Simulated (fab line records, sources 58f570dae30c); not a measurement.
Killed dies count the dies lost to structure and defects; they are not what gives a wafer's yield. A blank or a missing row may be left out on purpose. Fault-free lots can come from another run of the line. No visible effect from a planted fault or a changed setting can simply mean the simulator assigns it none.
Check of tool commonality :: flow berkeley cmos170 :: 13 lots and 45 wafers in the sample

== WHY THIS WAS OPENED ==
At UCB170_PLDD_TW_MEAS_11 the reading PLDD_TW is flagged on 2 of 13 lots. Wafers without a fault read 1005, standard deviation 9.9.
Rule: a lot gets a flag if all its wafers with a number sit over 4 standard deviations from that mean, or if no wafer of it has a number. The other lots count as sound.

lot: L730
measured: day 6 15:20
on: film metro-03
PLDD_TW, wafer by wafer: 992 985 993
flag: 

lot: L727
measured: day 6 15:35
on: film metro-02
PLDD_TW, wafer by wafer: 1003 999 999
flag: 

lot: L729
measured: day 6 15:53
on: film metro-02
PLDD_TW, wafer by wafer: 998 998 997
flag: 

lot: L728
measured: day 6 15:53
on: film metro-03
PLDD_TW, wafer by wafer: 988 986 992
flag: 

lot: L738
measured: day 9 04:20
on: film metro-02
PLDD_TW, wafer by wafer: 1088 1092 1087 1088 1087 1092
flag: FLAGGED

lot: L741
measured: day 9 04:52
on: film metro-04
PLDD_TW, wafer by wafer: 1021 1020 1016
flag: 

lot: L737
measured: day 9 05:05
on: film metro-03
PLDD_TW, wafer by wafer: 1083 1085 1084 1082 1078 1081
flag: FLAGGED

lot: L739
measured: day 9 05:11
on: film metro-04
PLDD_TW, wafer by wafer: 1014 1014 1013
flag: 

lot: L740
measured: day 9 05:32
on: film metro-03
PLDD_TW, wafer by wafer: 994 1000 993
flag: 

lot: L743
measured: day 9 07:39
on: film metro-03
PLDD_TW, wafer by wafer: 998 998 996
flag: 

lot: L746
measured: day 9 17:04
on: film metro-02
PLDD_TW, wafer by wafer: 1011 1008 1009
flag: 

lot: L744
measured: day 9 17:59
on: film metro-03
PLDD_TW, wafer by wafer: 996 993 995
flag: 

lot: L748
measured: day 10 21:49
on: film metro-04
PLDD_TW, wafer by wafer: 1018 1018 1017
flag: 
Average over the flagged lots: 1086; offset from the usual +81, equal to +8 standard deviations.

== EACH LOT AND THE TOOL IT RAN ON ==
The record holds 1 process step before the reading, out of a route of 331 steps. Every cell lists first the tool, next ch and the chambers used by the sampled wafers, and last the start.
lot: L730
flag: 
UCB170_PLDD_IMPLANT_08: implanter-01 ch 0, day 6 14:58

lot: L727
flag: 
UCB170_PLDD_IMPLANT_08: implanter-04 ch 0, day 6 15:11

lot: L729
flag: 
UCB170_PLDD_IMPLANT_08: implanter-01 ch 0, day 6 15:31

lot: L728
flag: 
UCB170_PLDD_IMPLANT_08: implanter-03 ch 0, day 6 15:29

lot: L738
flag: FLAGGED
UCB170_PLDD_IMPLANT_08: implanter-03 ch 0, day 9 03:56

lot: L741
flag: 
UCB170_PLDD_IMPLANT_08: implanter-01 ch 0, day 9 04:28

lot: L737
flag: FLAGGED
UCB170_PLDD_IMPLANT_08: implanter-03 ch 0, day 9 04:43

lot: L739
flag: 
UCB170_PLDD_IMPLANT_08: implanter-04 ch 0, day 9 04:47

lot: L740
flag: 
UCB170_PLDD_IMPLANT_08: implanter-01 ch 0, day 9 05:08

lot: L743
flag: 
UCB170_PLDD_IMPLANT_08: implanter-04 ch 0, day 9 07:15

lot: L746
flag: 
UCB170_PLDD_IMPLANT_08: implanter-01 ch 0, day 9 16:22

lot: L744
flag: 
UCB170_PLDD_IMPLANT_08: implanter-04 ch 0, day 9 17:35

lot: L748
flag: 
UCB170_PLDD_IMPLANT_08: implanter-01 ch 0, day 10 21:25
What the steps here do:
- UCB170_PLDD_IMPLANT_08
- UCB170_PLDD_TW_MEAS_11

== FLAGGED AGAINST TOTAL, ONE TOOL AT A TIME (gauges that did the reading follow at the end) ==
step: UCB170_PLDD_IMPLANT_08
tool: implanter-01
lots run: 6
flagged: 0
share of the flagged lots: none
sound lots run after its first flagged lot: -

step: UCB170_PLDD_IMPLANT_08
tool: implanter-03
lots run: 3
flagged: 2
share of the flagged lots: all
sound lots run after its first flagged lot: 0

step: UCB170_PLDD_IMPLANT_08
tool: implanter-04
lots run: 4
flagged: 0
share of the flagged lots: none
sound lots run after its first flagged lot: -

step: UCB170_PLDD_TW_MEAS_11
tool: film metro-02
lots run: 4
flagged: 1
share of the flagged lots: some
sound lots run after its first flagged lot: 1 (L746)

step: UCB170_PLDD_TW_MEAS_11
tool: film metro-03
lots run: 6
flagged: 1
share of the flagged lots: some
sound lots run after its first flagged lot: 3 (L740,L743,L744)

step: UCB170_PLDD_TW_MEAS_11
tool: film metro-04
lots run: 3
flagged: 0
share of the flagged lots: none
sound lots run after its first flagged lot: -

== WHAT THE TABLE PERMITS ==
1 row of the table ran every flagged lot: implanter-03 at UCB170_PLDD_IMPLANT_08.
- implanter-03 at UCB170_PLDD_IMPLANT_08: 2 of its 3 lots flagged. Last sound lot L728 at day 6 15:29, first flagged lot L738 at day 9 03:56; a fault beginning in between fits. Its own readings lie more than 4 standard deviations out on every wafer of the flagged lots: beam on s, dose ions cm2, faraday current uA.
Just one tool remains: implanter-03 at UCB170_PLDD_IMPLANT_08.

== WHAT THE SIMULATOR HAD INSERTED ==
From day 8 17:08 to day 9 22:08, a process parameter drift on implanter-03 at UCB170_PLDD_IMPLANT_08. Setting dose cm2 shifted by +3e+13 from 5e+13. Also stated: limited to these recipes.
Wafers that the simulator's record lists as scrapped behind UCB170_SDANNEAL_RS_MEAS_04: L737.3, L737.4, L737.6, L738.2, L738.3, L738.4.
Lots struck among those shown: L738, L737. Same finding as the rule above.
